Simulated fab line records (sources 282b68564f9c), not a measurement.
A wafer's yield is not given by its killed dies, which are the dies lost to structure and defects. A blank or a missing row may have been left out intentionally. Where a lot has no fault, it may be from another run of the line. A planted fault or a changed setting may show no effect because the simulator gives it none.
Problem report, 8D (eight disciplines) form, completed by code :: flow rit cmos :: the parts of the form that need people (team, actions taken, sign-off) are left out

1. THE PROBLEM
NWELL_RS at RIT_WELLDRIVE_RS_MEAS_01 reads a mean of 261.1 ohm/sq on 9 wafers of 3 lots; wafers without a fault read 275.9 ohm/sq with a standard deviation of 0.73. Measured from the usual mean, that is -20 standard deviations.
The step: measures by four-point-probe.
Earliest sighting: wafer L848.2 on film metro-04 at day 3 21:05. At this step, 45 wafers from 15 lots have a number in the record. Rule for "out" (also "out of limits"): further than 4 standard deviations from the usual mean. Any other wafer with a number is counted as sound.

2. WHAT IT IS; WHAT IT IS NOT
question: which readings at this step
is: NWELL_RS
is not: -

question: which lots
is: L848, L850, L853
is not: L840, L842, L843, L844, L845, L847, L849, L851, L852, L857, L859, L860

question: which wafers of those lots
is: all that have a number
is not: -

question: read on which gauges
is: film metro-03, film metro-04
is not: film metro-02

question: when
is: from day 3 21:05
is not: up to then (18 sound wafers); but 18 sound wafers of L849, L851, L852, L857, L859, L860 came after

3. WHAT RULES OUT EACH SUSPECT
Counting: any tool at a process step up to the reading is kept as a suspect provided that every lot that is out went through it and no sound lot did after the first of them.
- ruled out: the gauge at RIT_WELLDRIVE_RS_MEAS_01. The wafers that are out were read on 2 gauges (film metro-03, film metro-04).
- furnace-03 at RIT_WELLDRIVE_ANNEAL_00 (time 14700 s): kept. All lots that are out passed through it, beginning with L848 at day 3 15:59, and no sound lot followed; its final sound lot before that point was L847 at day 3 09:32. Out on those wafers are its own readings of run length s.
Left after counting: furnace-03 at RIT_WELLDRIVE_ANNEAL_00.

4. THE CAUSE (what the simulator had put in)
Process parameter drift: furnace-03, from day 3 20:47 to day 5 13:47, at RIT_WELLDRIVE_ANNEAL_00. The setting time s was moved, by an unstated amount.
Only this tool survived the counting.

5. THE CHAIN OF EFFECTS, in route order
Each row: a reading where the mean over the struck wafers with a number is more than 3 standard deviations away from the usual. Only readings whose record carries a usual standard deviation are examined. hours: median over the lots of the time between each lot's start at the first step of this table that gives one and its start at this step. sigmas: the change, counted in usual standard deviations.
hours: 0
step: RIT_WELLDRIVE_ANNEAL_00
reading: run length s
usual: 18269 s
on struck wafers: 23425
change: +5156
sigmas: +99 or more

hours: 5
step: RIT_WELLDRIVE_RS_MEAS_01
reading: NWELL_RS
usual: 275.9 ohm/sq
on struck wafers: 261.1
change: -14.8
sigmas: -20

hours: 5
step: RIT_WELLDRIVE_RS_MEAS_02
reading: PWELL_RS
usual: 429.8 ohm/sq
on struck wafers: 412.5
change: -17.3
sigmas: -13
Process steps it contains:
- RIT_WELLDRIVE_ANNEAL_00: time 14700 s.

6. HOW IT WOULD HAVE BEEN CAUGHT EARLIER
Counted from the fault's start at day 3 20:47, it took 0 hours until the first out-of-limits reading at a measuring or inspecting step in this record, taken at day 3 21:05.
The tool's own readings at RIT_WELLDRIVE_ANNEAL_00 were out on every struck wafer that the step has a row for (run length s): an alarm limit on them would have fired on the first of those.
Of the lots that are out (3), L850, L853 began RIT_WELLDRIVE_ANNEAL_00 on furnace-03 after day 3 21:05. A hold on the tool at that time would have spared those 2.
